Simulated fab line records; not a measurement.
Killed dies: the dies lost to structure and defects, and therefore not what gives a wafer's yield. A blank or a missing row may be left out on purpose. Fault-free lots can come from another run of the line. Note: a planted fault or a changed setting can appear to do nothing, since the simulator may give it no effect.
Struck lot and sound lot, side by side ; flow berkeley_cmos170 ; 14 out of 331 route steps
Sound: these wafers, L457.3, L457.4, L457.6. Wafers struck: L450.2, L450.3, L450.4. Last of all comes the cause.
For every step that has rows: the tool of each side, followed by ch and its chambers, followed by its first start. Under that, the readings that differ: sound wafers ; struck wafers ; difference of the means ; sigmas: that difference in standard deviations of wafers without a fault.
alike: a reading whose means differ by less than 2 such deviations, as well as words and numbers matching on both sides. not compared: withheld readings; readings where some wafer has no value; bounds like >300 that might hide an equal value; numbers whose values overlap and for which the record gives no deviation.
Wherever a step has rows on one side only, a row that says differs or no value, or a row with sigmas, the two part there. When numbers do not overlap yet have no deviation, they are printed without sigmas and do not part them. A reading missing from all wafers of one side parts the sides only when that side holds two or more wafers.

UCB170_SILICIDE_RS_MEAS_02: a four-point-probe measurement.
  struck on film_metro-04, day 9 05:57; sound on film_metro-03, day 10 21:05
  alike: SILICIDE_TI_RS
UCB170_SILICIDE_THK_MEAS_03: measures by xrf.
  struck on film_metro-04, day 9 06:04; sound on film_metro-03, day 10 21:11
  alike: SILICIDE_TI_THK
UCB170_SILICIDE_RTA_04: time 15 s.
  sound on rtp_anneal-01 ch 0, day 10 21:16; struck on rtp_anneal-02 ch 0, day 9 06:07
  alike: anneal_temp_c_max, chamber_o2_ppm, lamp_power_pct, wafer_temp_C_max
then, 3 steps without rows for these wafers: UCB170_SILICIDE_WET_ETCH_05 (etches Ti in SPM, time 45 s); UCB170_CONTACT_CLEAN_00 (cleans in SPM, time 600 s); UCB170_CONTACT_CVD_01 (deposits PSG from SiH4/O2/PH3, target thk 700 nm, time 2820 s).
UCB170_CONTACT_THK_MEAS_02:
  struck on film_metro-03, day 9 08:59; sound on film_metro-04, day 10 23:19
reading;sound;struck;difference;sigmas
CONTACT_PSG_THK (nm);708 711 711;686 686 683;-25;-4
then, 3 steps without rows for these wafers: UCB170_CONTACT_HMDS_03 (prime time 60 s); UCB170_CONTACT_COAT_04 (resist thk 900 nm); UCB170_CONTACT_SOFTBAKE_05 (time 60 s).
UCB170_CONTACT_STRIP_06: strips in O2.
  sound on plasma_asher-03 ch 0,1, day 10 23:50; struck on plasma_asher-03 ch 0,1, day 9 09:52
  alike: drypump_motor_current_A, oes_product_au, strip_time_to_endpoint_s
  not compared: rf_hours_counter_h
then, 1 step without rows for these wafers: UCB170_CONTACT_CLEAN_07 (cleans in SPM, time 600 s).
UCB170_CONTACT_RTA_08: time 10 s.
  struck on rtp_anneal-01, day 9 10:19; sound on rtp_anneal-02 ch 0, day 11 00:05
  no value came back on the struck wafers for anneal_temp_c_max, chamber_o2_ppm, lamp_power_pct (%), wafer_temp_C_max; on the sound wafers anneal_temp_c_max reads 903.0 902.9 902.8
following that, these wafers have no rows for 1 step: UCB170_CONTACT_COAT_09.

WHERE THEY PART
At UCB170_CONTACT_THK_MEAS_02 first; at UCB170_CONTACT_RTA_08 last (within this record only).

WHY: whatever the simulator had introduced
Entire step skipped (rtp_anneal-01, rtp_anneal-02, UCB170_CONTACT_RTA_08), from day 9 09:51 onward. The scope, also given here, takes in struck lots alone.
